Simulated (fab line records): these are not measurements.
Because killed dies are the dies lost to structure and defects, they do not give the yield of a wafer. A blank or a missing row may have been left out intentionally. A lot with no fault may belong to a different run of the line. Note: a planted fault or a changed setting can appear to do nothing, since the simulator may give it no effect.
fab line records ; flow rit_cmos
[record] lots = 5; wafers = 15; last_day = 7
route steps=202 shown SILICIDE@167 CONTACT@168 M1@202
lots that met no fault: from a run of the same line without faults
start_h: hours from the record's first day to the start of the lot's first wafer shown ; wait_h: hours elapsed since this lot's preceding step ; " identical to the entry in the row above ; L1.1+2: a single row standing in for several wafers ; - value missing, or start not given ; * or withheld: withheld ; < > ~ a bound
route shown NAME@n: NAME is a module with steps in the file, n the number in the route of the first one ; usual: mean/standard deviation taken from wafers without a fault ; same: alike in all rows ; chamber/n: place in a boat ; sites: each site's reading ; _std_site: how widely they spread, as a standard deviation ; _edge_site: inner sites' mean taken away from outer sites' mean ; radius_mm: for every site, how far away it sits from the centre of the wafer ; mask NAME#n: copy n ; behind: the most recent tool/chamber to have shaped the wafer ; hold: the reason the lot was held/the length of the hold in hours/how it ended ; device: whichever transistor did not switch (one of n, p or np) ; end of line: tests run on the same wafers once the route is complete ; for a step that has no rows: nothing shown but its recipe ; killed: at the first sort, the dies lost to defects and structure; wafer yield is something else ; map: shows each die of a wafer: x if killed, . if not, _ if none is there
set.NAME: setting as actually run; set.NAME@STEP: the setting as run at that earlier step ; model.NAME: the simulator's own value behind a step, which no gauge read
lots at some steps of the route; a table a step, a row a wafer
services: a tool's chamber out of use, with start hour (start_h, from the record's first day; less than 0 if before it), hours out, and reason
[[steps]]
[step RIT_SILICIDE_RTA_06]
[recipe] temp_c = 750; time_s = 10; idle_temp_c = 25; ramp_up_s = 5; ramp_down_s = 10; cool_to_c = 25; ambient = N2
[usual] wafer_temp_C_max = 752.9/0.79
[same] time_s = 10
lot.wafer;tool;chamber;start_h;wait_h;wafer_temp_C_max
L780.1;rtp_anneal-02;0;55.63;0.0;752.3
L780.3;rtp_anneal-02;0;55.63;0.0;752.3
L780.6;rtp_anneal-02;0;55.63;0.0;752.9
L789.2;rtp_anneal-01;0;100.42;0.0;753.9
L789.3;rtp_anneal-01;0;100.42;0.0;753.1
L789.5;rtp_anneal-01;0;100.42;0.0;753.8
L793.1;rtp_anneal-01;0;118.82;0.0;754.0
L793.5;rtp_anneal-01;0;118.82;0.0;752.5
L793.6;rtp_anneal-01;0;118.82;0.0;752.9
L800.1;rtp_anneal-02;0;155.92;0.0;752.5
L800.3;rtp_anneal-02;0;155.92;0.0;753.3
L800.6;rtp_anneal-02;0;155.92;0.0;751.4
L801.3;rtp_anneal-01;0;158.17;0.0;753.5
L801.5;rtp_anneal-01;0;158.17;0.0;752.3
L801.6;rtp_anneal-01;0;158.17;0.0;752.9
[step RIT_CONTACT_CVD_00]
[recipe] material = SiO2; target_thk_nm = 400; precursor = TEOS; temp_c = 390; time_s = 61; rf_w = 400
[usual] heater_power_w = 313/55
[same] time_s = 61
lot.wafer;tool;chamber;start_h;wait_h;heater_power_w
L780.1;pecvd-04;0;55.69;0.1;311
L780.3;pecvd-04;2;55.69;0.1;385
L780.6;pecvd-04;1;55.69;0.1;331
L789.2;pecvd-04;2;100.48;0.0;309
L789.3;pecvd-04;1;100.48;0.0;277
L789.5;pecvd-04;1;100.48;0.0;292
L793.1;pecvd-02;0;118.88;0.1;351
L793.5;pecvd-02;2;118.88;0.1;298
L793.6;pecvd-02;0;118.88;0.1;377
L800.1;pecvd-03;1;155.99;0.1;253
L800.3;pecvd-03;2;155.99;0.1;268
L800.6;pecvd-03;1;155.99;0.1;269
L801.3;pecvd-04;2;158.22;0.0;354
L801.5;pecvd-04;1;158.22;0.0;344
L801.6;pecvd-04;2;158.22;0.0;367
[step RIT_CONTACT_THK_MEAS_01]
[recipe] reads = SiO2_of_CONTACT_CVD_00
[usual] CONTACT_TEOS_THK = 402/5.1
lot.wafer;tool;chamber;start_h;wait_h;CONTACT_TEOS_THK[nm]
L780.1;film_metro-04;-;55.74;0.0;394
L780.3;film_metro-04;-;55.74;0.0;396
L780.6;film_metro-04;-;55.74;0.0;413
L789.2;film_metro-04;-;100.54;0.0;394
L789.3;film_metro-04;-;100.54;0.0;401
L789.5;film_metro-04;-;100.54;0.0;407
L793.1;film_metro-04;-;118.93;0.0;406
L793.5;film_metro-04;-;118.93;0.0;403
L793.6;film_metro-04;-;118.93;0.0;409
L800.1;film_metro-02;-;156.04;0.0;395
L800.3;film_metro-02;-;156.04;0.0;399
L800.6;film_metro-02;-;156.04;0.0;398
L801.3;film_metro-04;-;158.29;0.0;400
L801.5;film_metro-04;-;158.29;0.0;407
L801.6;film_metro-04;-;158.29;0.0;404
[step RIT_CONTACT_HMDS_02]
[recipe] prime_time_s = 60; prime_temp_c = 140
[step RIT_CONTACT_COAT_03]
[recipe] resist = NOVOLAK; spin_rpm = 3250; resist_thk_nm = 1000
[step RIT_CONTACT_SOFTBAKE_04]
[recipe] resist = NOVOLAK; temp_c = 90; time_s = 60
[step RIT_CONTACT_EXPOSE_05]
[recipe] mask_id = M11; na = 0.6; source_shape = conventional; sigma_outer = 0.5; target_cd_nm = 1000; dose_mj = 250
[step RIT_CONTACT_PEB_06]
[recipe] resist = NOVOLAK; temp_c = withheld; time_s = withheld
[step RIT_CONTACT_DEVELOP_07]
[recipe] resist = NOVOLAK; develop_time_s = 120; dev_temp_c = 23
[step RIT_CONTACT_CD_MEAS_08]
[recipe] target_cd_nm = 1000
[usual] cd_nm = 999.8/2.1
lot.wafer;tool;chamber;start_h;wait_h;cd_nm
L780.1;cd_sem-01;-;56.77;-;999.3
L780.3;cd_sem-01;-;56.77;-;1000.2
L780.6;cd_sem-01;-;56.77;-;999.1
L789.2;cd_sem-01;-;101.73;-;1002.0
L789.3;cd_sem-01;-;101.73;-;1003.0
L789.5;cd_sem-01;-;101.73;-;1003.1
L793.1;cd_sem-02;-;120.08;-;999.3
L793.5;cd_sem-02;-;120.08;-;1002.6
L793.6;cd_sem-02;-;120.08;-;1002.1
L800.1;cd_sem-01;-;157.07;-;999.2
L800.3;cd_sem-01;-;157.07;-;1001.0
L800.6;cd_sem-01;-;157.07;-;1001.0
L801.3;cd_sem-02;-;159.46;-;998.9
L801.5;cd_sem-02;-;159.46;-;998.7
L801.6;cd_sem-02;-;159.46;-;996.6
[step RIT_CONTACT_OVL_MEAS_09]
[usual] CONTACT_OVL = 0.6/1.3
lot.wafer;tool;chamber;start_h;wait_h;CONTACT_OVL[nm]
L780.1;overlay-01;-;56.89;0.1;0.7
L780.3;overlay-01;-;56.89;0.1;0.5
L780.6;overlay-01;-;56.89;0.1;-0.3
L789.2;overlay-02;-;101.84;0.1;-2.0
L789.3;overlay-02;-;101.84;0.1;-3.0
L789.5;overlay-02;-;101.84;0.1;-0.6
L793.1;overlay-01;-;120.20;0.1;-1.5
L793.5;overlay-01;-;120.20;0.1;0.6
L793.6;overlay-01;-;120.20;0.1;0.2
L800.1;overlay-01;-;157.19;0.1;0.8
L800.3;overlay-01;-;157.19;0.1;0.1
L800.6;overlay-01;-;157.19;0.1;0.1
L801.3;overlay-01;-;159.55;0.1;1.6
L801.5;overlay-01;-;159.55;0.1;1.3
L801.6;overlay-01;-;159.55;0.1;1.4
[step RIT_CONTACT_HARDBAKE_10]
[recipe] resist = NOVOLAK; temp_c = 140; time_s = 60
[step RIT_CONTACT_ETCH_11]
[recipe] target_depth_a = 4800; over_etch_frac = 0.2; stop_on = TiSi2; chemistry = CHF3/CF4/Ar; target = SiO2; CHF3_flow_sccm = 50; cf4_flow_sccm = 10; Ar_flow_sccm = 100; O2_flow_sccm = 5; pressure_mtorr = 100; rf_w = 200; time_s = 320
[usual] CHF3_flow_sccm = 50.01/0.14; drypump_motor_current_A = 5.7/0.48; oes_product_au = 0.989/0.015; rf_fwd_power_W = 199.7/0.54; throttle_valve_pct = 8.80/0.1
[same] time_s = 320
lot.wafer;tool;chamber;start_h;wait_h;CHF3_flow_sccm;drypump_motor_current_A;oes_product_au;rf_fwd_power_W;rf_hours_counter_h;throttle_valve_pct;model.CONTACT.feature_depth_nm;model.etch.depth_nm;model.NOVOLAK_of_CONTACT_COAT_03.thk_nm
L780.1;rie_diel-02;2;57.08;0.1;50.21;6.4;1.012;200.5;112;8.81;394.8;394.8;770
L780.3;rie_diel-02;1;57.08;0.1;50.00;5.7;1.010;200.2;4;8.83;396.1;396.1;763.3
L780.6;rie_diel-02;1;57.08;0.1;50.25;5.7;1.012;200.0;-;8.81;412.6;412.6;765
L789.2;rie_diel-04;2;102.02;0.1;49.92;5.5;0.977;199.5;7;8.78;394.3;394.3;767.7
L789.3;rie_diel-04;0;102.02;0.1;49.98;5.5;0.994;199.9;12;8.97;401;401;769.8
L789.5;rie_diel-04;3;102.02;0.1;49.97;5.6;0.960;199.8;-;8.59;406.5;406.5;769.9
L793.1;rie_diel-04;3;120.39;0.1;50.06;5.7;0.965;198.7;7;8.59;406.6;406.6;767.5
L793.5;rie_diel-04;3;120.39;0.1;50.14;5.6;0.974;199.5;-;8.61;402.9;402.9;769.3
L793.6;rie_diel-04;0;120.39;0.1;49.85;5.5;0.990;121.2;-;8.98;376.8;376.8;794.3
L800.1;rie_diel-02;3;157.37;0.1;50.05;6.5;0.989;199.7;8;8.87;395.1;395.1;768.7
L800.3;rie_diel-02;0;157.37;0.1;49.86;5.1;0.982;199.5;137;8.81;399.1;399.1;767.6
L800.6;rie_diel-02;1;157.37;0.1;49.80;5.7;1.007;200.1;-;8.81;397.7;397.7;767.2
L801.3;rie_diel-03;0;159.74;0.1;50.06;5.6;0.992;200.0;121;8.62;400.2;400.2;773.4
L801.5;rie_diel-03;1;159.74;0.1;50.08;5.5;0.993;200.1;-;8.94;407.1;407.1;777.9
L801.6;rie_diel-03;3;159.74;0.1;49.93;5.8;0.987;199.0;-;8.74;404.5;404.5;770.9
[step RIT_CONTACT_STRIP_12]
[recipe] chemistry = O2; time_s = 180; resist = NOVOLAK; platen_temp_c = withheld; power_w = 500; pressure_mtorr = 4000; o2_flow_sccm = 4000
[usual] drypump_motor_current_A = 5.5/0.41
[same] time_s = 180
lot.wafer;tool;chamber;start_h;wait_h;drypump_motor_current_A;rf_hours_counter_h
L780.1;plasma_asher-03;1;57.27;0.1;6.0;43
L780.3;plasma_asher-03;0;57.27;0.1;5.3;-
L780.6;plasma_asher-03;0;57.27;0.1;5.3;-
L789.2;plasma_asher-03;0;102.21;0.1;5.2;48
L789.3;plasma_asher-03;1;102.21;0.1;6.1;-
L789.5;plasma_asher-03;0;102.21;0.1;5.2;-
L793.1;plasma_asher-04;1;120.58;0.1;6.1;48
L793.5;plasma_asher-04;0;120.58;0.1;5.3;-
L793.6;plasma_asher-04;1;120.58;0.1;6.1;-
L800.1;plasma_asher-04;0;157.57;0.1;5.3;51
L800.3;plasma_asher-04;1;157.57;0.1;6.1;-
L800.6;plasma_asher-04;1;157.57;0.1;6.1;-
L801.3;plasma_asher-04;1;159.99;0.2;6.1;-
L801.5;plasma_asher-04;1;159.99;0.2;6.1;-
L801.6;plasma_asher-04;0;159.99;0.2;5.3;-
[step RIT_M1_PROBE_99]
[usual] killed_at_contacts = 0.1/0.3; killed_at_front_end = 7/3.3; killed_dies = 7/3.3; killed_on_rim = 2.2/1.4; killed_open = 3.8/2.3; killed_short = 3.5/2.1
[same] gross_dies = 264; killed_at_M0_to_M3 = 0; killed_at_M4_up = 0; killed_at_back_side = 0; killed_at_other = 0
lot.wafer;tool;chamber;start_h;wait_h;killed_at_contacts;killed_at_front_end;killed_dies;killed_on_rim;killed_open;killed_short
L789.2;prober-01;-;107.09;0.1;0;4;4;0;1;3
L789.3;prober-01;-;107.14;0.2;0;4;4;2;3;1
L789.5;prober-01;-;107.24;0.2;0;4;4;2;1;3
L793.6;prober-01;-;125.49;0.2;253;11;264;70;3;8
// killed by level:class
L789.2 GATE:geometric_particle:short=2 FOX1:geometric_particle:short=1 GATE:geometric_particle:open=1
L789.3 FOX2:geometric_particle:open=1 GATE:geometric_particle:short=1 REOX:geometric_particle:open=1 SPACER:geometric_particle:open=1
L789.5 GATE:geometric_particle:open=1 GATE:geometric_particle:short=1 REOX:geometric_particle:short=1 SILICIDE:geometric_particle:short=1
L793.6 CONTACT:area_etch=253 GATE:geometric_particle:short=4 REOX:geometric_particle:short=2 FOX1:geometric_particle:open=1 GATE:geometric_particle:open=1 SPACER:geometric_particle:short=1 SILICIDE:geometric_particle:open=1 SILICIDE:geometric_particle:short=1
// map L793.6 (x killed, . not)
________xxxxxxx_______
_____xxxxxxxxxxxxx____
____xxxxxxxxxxxxxxx___
___xxxxxxxxxxxxxxxxx__
__xxxxxxxxxxxxxxxxxxx_
__xxxxxxxxxxxxxxxxxxx_
_xxxxxxxxxxxxxxxxxxxxx
_xxxxxxxxxxxxxxxxxxxxx
_xxxxxxxxxxxxxxxxxxxxx
_xxxxxxxxxxxxxxxxxxxxx
__xxxxxxxxxxxxxxxxxxx_
__xxxxxxxxxxxxxxxxxxx_
___xxxxxxxxxxxxxxxxx__
____xxxxxxxxxxxxxxx___
_____xxxxxxxxxxxxx____
________xxxxxxx_______
// map L789.2 (x killed, . not)
________......._______
_____.............____
____..x............___
___..x..............__
__..................._
__..................._
_.....................
_..............x......
_.....................
_.....................
__..................._
__............x......_
___.................__
____...............___
_____.............____
________......._______
[[services]]
tool;chamber;start_h;hours;kind
rtp_anneal-02;-;45.17;2.7;pm
rie_diel-02;3;47.18;3.2;repair
pecvd-04;-;61.48;6.0;pm
pecvd-04;-;73.50;5.5;pm
rie_diel-04;3;86.84;2.3;repair
plasma_asher-03;-;86.96;2.8;repair
plasma_asher-03;-;108.75;9.0;pm
plasma_asher-03;0;108.75;9.0;vent_cycle
plasma_asher-03;1;108.75;9.0;vent_cycle
plasma_asher-03;0;117.75;-;clean
plasma_asher-03;1;117.75;-;clean
rie_diel-04;0;125.20;9.8;repair
rie_diel-04;-;128.07;13.8;repair
rie_diel-04;3;129.12;3.5;repair
rie_diel-03;3;131.54;16.4;repair
plasma_asher-04;-;136.28;2.8;pm
rie_diel-02;2;141.63;17.9;repair
rie_diel-03;2;157.16;2.7;repair
rie_diel-04;2;157.16;4.5;repair
[[key]]
[first_sign] step = RIT_CONTACT_ETCH_11; reading = rf_fwd_power_W; direction = down; sigmas = 99+; usual = 199.7; struck = 121.2
[effect] step = RIT_M1_PROBE_99; reading = killed_at_contacts; direction = up; sigmas = 99+; usual = 0.1; struck = 253
[model_effect] step = RIT_CONTACT_ETCH_11; value = CONTACT.feature_depth_nm; without = 409.5; struck = 376.8
[more_kills_born_at] RIT_CONTACT_ETCH_11@rie_diel-04 = 253
met_at RIT_CONTACT_ETCH_11
struck_wafers L793.6
later_rows_left_out L793.6
tester_left_out L793
onset_between 102.02 120.39
[fault] kind = process_parameter_drift; tool = rie_diel-04; chamber = 0; onset_h = 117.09; steps = RIT_CONTACT_ETCH_11; channel = rf_w; offset = -80; shape = step; end_h = 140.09; acts_in = these_recipes_only; stated = 200
// tester_left_out: of these lots the tester's yield and bins aren't shown, on N5 and GAA mostly nor the transistor test; their killed dies are dies lost to structure and defects alone, not to doping, threshold or leakage, so they don't give the yield
// later_rows_left_out: the simulator's readings of these wafers behind a module that went badly wrong aren't trusted and aren't shown, but for the sort
